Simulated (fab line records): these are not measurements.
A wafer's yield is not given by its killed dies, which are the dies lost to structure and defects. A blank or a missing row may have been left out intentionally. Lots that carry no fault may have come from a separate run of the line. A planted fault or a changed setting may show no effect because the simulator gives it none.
The tool behind it: which one? -- flow berkeley_cmos170 -- 6 lots with 18 wafers sampled at 3 steps, on a route of 331 steps

WHAT EACH GAUGE READ, for each wafer
UCB170_PLDD_TW_MEAS_11.
lot,measured,on,PLDD_TW
L992,day 6 09:32,film_metro-01,1017 1016 1010
L996,day 7 13:31,film_metro-02,961 961 955
L101,day 8 06:40,film_metro-02,1015 1016 1019
L106,day 9 07:56,film_metro-04,997 1000 1000
L111,day 10 12:31,film_metro-01,1008 1008 1014
L113,day 10 20:25,film_metro-04,1005 1002 1004

WHICH TOOL RAN EACH LOT (tool, then ch and the chambers of the sampled wafers, then the start)
lot,UCB170_ZERO_STRIP_07,UCB170_PLDD_IMPLANT_08
L992,"plasma_asher-01 ch 0,1, day 2 02:59","implanter-01 ch 0, day 6 09:08"
L996,"plasma_asher-04 ch 0,1, day 2 19:28","implanter-01 ch 0, day 7 13:07"
L101,"plasma_asher-03 ch 0,1, day 3 23:59","implanter-03 ch 0, day 8 06:17"
L106,"plasma_asher-01 ch 0,1, day 5 02:18","implanter-03 ch 0, day 9 07:32"
L111,"plasma_asher-03 ch 0,1, day 6 02:31","implanter-04 ch 0, day 10 12:07"
L113,"plasma_asher-04 ch 0,1, day 6 10:16","implanter-04 ch 0, day 10 20:01"
- UCB170_ZERO_STRIP_07: strips in O2.
- UCB170_PLDD_IMPLANT_08

THE ANSWER, worked out from the rows above alone
Rule: the usual values come from the lots themselves. Put in order of their means at a reading, lots are off if they are a third of the lots or fewer, leave a main group of 4 or more, and stand apart from it by a gap of 3 or more times the standard deviation of the main group's means; of several such gaps the widest counts. A main group whose means are all the same, to the digits that the tables above print for the reading, isn't used. Also off: a lot with no number at a reading for which 4 or more lots have one. Where the step has rows for the other lots, those lots are counted as sound.
Off: L996, at UCB170_PLDD_TW_MEAS_11 (PLDD_TW). The main group has a mean of 1009 with a standard deviation of 6.6.
A tool fits if, at a process step before that reading, it ran every lot that is off, and no sound lot after the first of them. Gauges at UCB170_PLDD_TW_MEAS_11: tried the same way as those tools. One candidate fits, namely implanter-01 at UCB170_PLDD_IMPLANT_08. A fault onset in the window from L992 (day 6 09:08, its last sound lot) to L996 (day 7 13:07, its first lot off) fits.

WHAT WAS PUT IN BY THE SIMULATOR
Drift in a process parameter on implanter-01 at UCB170_PLDD_IMPLANT_08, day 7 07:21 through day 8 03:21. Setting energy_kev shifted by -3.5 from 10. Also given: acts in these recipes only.
Shown lots that were struck: L996. The same result came from the rule above.
